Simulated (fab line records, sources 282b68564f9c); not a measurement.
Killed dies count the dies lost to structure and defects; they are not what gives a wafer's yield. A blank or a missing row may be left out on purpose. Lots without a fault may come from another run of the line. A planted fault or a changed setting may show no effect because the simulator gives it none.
Which tool is to blame? | flow rit cmos | Sampling: 14 lots, 42 wafers, 2 of 202 route steps

== WHAT THE GAUGES READ, wafer by wafer ==
RIT_PSD_TW_MEAS_10.
lot  | measured    | on            | PSD_TW
L792 | day 3 01:13 | film metro-04 | 3392 3404 3381
L793 | day 3 05:29 | film metro-01 | 3450 3459 3457
L795 | day 3 16:47 | film metro-04 | 3403 3388 3404
L796 | day 4 01:28 | film metro-02 | 3391 3416 3423
L798 | day 4 09:11 | film metro-04 | 3389 3395 3391
L800 | day 4 18:29 | film metro-02 | 3397 3405 3382
L801 | day 4 22:38 | film metro-02 | 3383 3398 3370
L807 | day 6 04:18 | film metro-02 | 3405 3431 3421
L808 | day 6 09:01 | film metro-02 | 3426 3418 3420
L809 | day 6 17:23 | film metro-04 | 3413 3446 3419
L810 | day 6 23:16 | film metro-04 | 3436 3447 3426
L811 | day 7 03:50 | film metro-01 | 3481 3488 3477
L814 | day 7 17:57 | film metro-01 | 3459 3483 3483
L815 | day 7 23:44 | film metro-01 | 3489 3483 3486

== WHICH TOOL RAN EACH LOT (tool, then ch and the chambers of the sampled wafers, then the start) ==
lot  | RIT_PSD_STRIP_09
L792 | plasma asher-01 ch 0,1, day 3 01:02
L793 | plasma asher-04 ch 0,1, day 3 05:22
L795 | plasma asher-04 ch 0,1, day 3 16:37
L796 | plasma asher-01 ch 0,1, day 4 01:20
L798 | plasma asher-04 ch 0,1, day 4 09:03
L800 | plasma asher-02 ch 0,1, day 4 18:19
L801 | plasma asher-02 ch 0,1, day 4 22:28
L807 | plasma asher-04 ch 0,1, day 6 04:07
L808 | plasma asher-02 ch 0,1, day 6 08:53
L809 | plasma asher-02 ch 0,1, day 6 17:13
L810 | plasma asher-01 ch 0,1, day 6 23:05
L811 | plasma asher-04 ch 0,1, day 7 03:40
L814 | plasma asher-01 ch 0,1, day 7 17:46
L815 | plasma asher-01 ch 0,1, day 7 23:34
- RIT_PSD_STRIP_09: strips in O2, time 180 s.

== AS READ BY THE TOOLS THEMSELVES (means over the sampled wafers that have a number; for cases with no such wafer, the mark the record gives instead) ==
RIT_PSD_STRIP_09.
lot  | tool            | chamber pressure mTorr (mTorr) | drypump motor current A (A)
L792 | plasma asher-01 | 4004                           | 5.6
L793 | plasma asher-04 | 3997                           | 5.6
L795 | plasma asher-04 | 4002                           | 5.6
L796 | plasma asher-01 | 4001                           | 5.9
L798 | plasma asher-04 | 3999                           | 5.4
L800 | plasma asher-02 | 4001                           | 5.9
L801 | plasma asher-02 | 4002                           | 5.9
L807 | plasma asher-04 | 4001                           | 5.4
L808 | plasma asher-02 | 4004                           | 5.9
L809 | plasma asher-02 | 4000                           | 5.9
L810 | plasma asher-01 | 3998                           | 5.6
L811 | plasma asher-04 | 4003                           | 5.5
L814 | plasma asher-01 | 4000                           | 5.9
L815 | plasma asher-01 | 3999                           | 5.9

== THE ANSWER, worked out from the rows above alone ==
Rule: usual is defined by the lots themselves. Put in order of their means at a reading, lots are off if they are a third of the lots or fewer, leave a main group of 4 or more, and stand apart from it by a gap of 3 or more times the standard deviation of the main group's means; of several such gaps the widest counts. A main group is skipped when, at the precision printed for the reading in the tables above, its means are all equal. A lot without any number at a reading at which 4 lots or more have one is off too. Where the step has rows for the other lots, those lots are counted as sound. After the gauges, taken in route order, come the tools' own readings; for these a lot's mean is taken, as printed above. At the first step where some lot is off, the reading lying furthest off is the one used; lots without a number count as furthest.
Across all readings shown, no lot is off: no conclusion can be drawn from this.

== WHAT HAD BEEN PUT IN BY THE SIMULATOR ==
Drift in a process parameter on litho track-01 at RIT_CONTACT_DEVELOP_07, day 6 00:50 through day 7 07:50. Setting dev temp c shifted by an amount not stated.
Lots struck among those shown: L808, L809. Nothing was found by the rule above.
